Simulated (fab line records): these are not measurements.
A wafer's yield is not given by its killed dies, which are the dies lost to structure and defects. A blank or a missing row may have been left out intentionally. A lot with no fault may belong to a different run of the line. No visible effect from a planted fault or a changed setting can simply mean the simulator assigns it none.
Lot-split experiment + flow berkeley-cmos170 + 23 wafers read across 5 lots, on a route 331 steps long

== THE SPLIT ==
At UCB170_M2_COAT_05 (resist thk 900 nm), the setting resist-thk-nm was moved away from the recipe's 900 nm on 8 of the 23 wafers read, by +2.0% to +5.4%. The other wafers ran this setting at the recipe's value.

The split's own step is where the reading is taken.

== THE READING ==
KrF_of_M2_COAT_05.thk-nm (the simulator's own value, which no gauge read), in nm, at UCB170_M2_COAT_05 (resist thk 900 nm). There is no usual value for it anywhere in the file. Across the 15 wafers here that went through the recipe, the average is 900.6 nm and the standard deviation 1.6 nm.

| wafer  | tool, chamber at the split | resist-thk-nm as run, nm | against the recipe | KrF_of_M2_COAT_05.thk-nm, nm | against lot-mates on the recipe |
|--------|----------------------------|--------------------------|--------------------|------------------------------|---------------------------------|
| L074.1 | litho-track-03, 0          | 900                      | recipe             | 900.1                        | -                               |
| L074.3 | litho-track-03, 0          | 900                      | recipe             | 903.8                        | -                               |
| L074.4 | litho-track-03, 0          | 900                      | recipe             | 900.5                        | -                               |
| L074.5 | litho-track-03, 0          | 900                      | recipe             | 903                          | -                               |
| L074.6 | litho-track-03, 0          | 900                      | recipe             | 900.9                        | -                               |
| L083.1 | litho-track-01, 0          | 948.9                    | +5.4%              | 944.8                        | +46.6                           |
| L083.2 | litho-track-01, 0          | 948.9                    | +5.4%              | 945.7                        | +47.5                           |
| L083.4 | litho-track-01, 0          | 948.9                    | +5.4%              | 944.7                        | +46.5                           |
| L083.5 | litho-track-01, 0          | 900                      | recipe             | 898                          | -                               |
| L083.6 | litho-track-01, 0          | 900                      | recipe             | 898.4                        | -                               |
| L082.2 | litho-track-03, 0          | 900                      | recipe             | 901.9                        | -                               |
| L082.3 | litho-track-03, 0          | 941.4                    | +4.6%              | 942.7                        | +40.9                           |
| L082.5 | litho-track-03, 0          | 941.4                    | +4.6%              | 942.7                        | +40.9                           |
| L082.4 | litho-track-03, 0          | 900                      | recipe             | 901.7                        | -                               |
| L082.6 | litho-track-03, 0          | 941.4                    | +4.6%              | 941.8                        | +40.0                           |
| L084.3 | litho-track-03, 0          | 900                      | recipe             | 900.6                        | -                               |
| L084.5 | litho-track-03, 0          | 900                      | recipe             | 900.6                        | -                               |
| L084.6 | litho-track-03, 0          | 900                      | recipe             | 900.2                        | -                               |
| L085.1 | litho-track-02, 0          | 900                      | recipe             | 899                          | -                               |
| L085.3 | litho-track-02, 0          | 917.8                    | +2.0%              | 913.5                        | +13.9                           |
| L085.4 | litho-track-02, 0          | 900                      | recipe             | 901                          | -                               |
| L085.5 | litho-track-02, 0          | 900                      | recipe             | 898.9                        | -                               |
| L085.6 | litho-track-02, 0          | 917.8                    | +2.0%              | 919.4                        | +19.8                           |

FIT RESULTS
A straight line over all 23 wafers: KrF_of_M2_COAT_05.thk-nm changes by +8.54 nm for each +1% of resist-thk-nm; r = +0.99; the points scatter about the line by 2 nm.
The same after taking each lot's own level away (the mean of its wafers on the recipe; 23 wafers): +8.7 nm for each +1%; r = +1.00; scatter 1.3 nm.
According to that fit, moving resist-thk-nm by its largest amount changes the reading by 47 nm.
Measured against the standard deviation above, the lots' own levels, which go from 898.20 to 901.80 nm, span 2.3 times it.
Consequently the slope shifts little with the lot-to-lot level, the two slopes agreeing.
Check: with one of the wafers moved furthest among these (+5.4%) left out of the fit, the line predicts +47.4 nm for it against its lot-mates. It came out at +46.6 nm against them.

== OTHER SPLITS ON THESE WAFERS ==
Note: prior to the reading, these wafers also went through further splits. Each is held against what the fit with the lots' levels taken away leaves over:
| other split on the same wafers           | wafers away from the commonest value | r with KrF_of_M2_COAT_05.thk-nm (lot level and that fit taken away) |
|------------------------------------------|--------------------------------------|---------------------------------------------------------------------|
| UCB170_M1_SPUTTER_00 chamber-pressure-pa | 15                                   | -0.11                                                               |
| UCB170_V1_CVD_00 time-s                  | 9                                    | -0.18                                                               |

== THE WHOLE CHAIN: every reading that the file lists as answering this split, in the file's order ==
| step               | what it does      | reading                                                                   | change (the file's fit)              | r (the file's) |
|--------------------|-------------------|---------------------------------------------------------------------------|--------------------------------------|----------------|
| UCB170_M2_COAT_05  | resist thk 900 nm | KrF_of_M2_COAT_05.thk-nm (the simulator's own value, which no gauge read) | +8.7 nm for each +1% of the setting  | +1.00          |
| UCB170_M2_STRIP_07 | strips in O2      | strip-time-to-endpoint-s                                                  | withheld for each +1% of the setting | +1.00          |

== THE FILE'S OWN FIT ==
KrF_of_M2_COAT_05.thk-nm changes by +8.7 nm for each +1% of resist-thk-nm, r = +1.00.
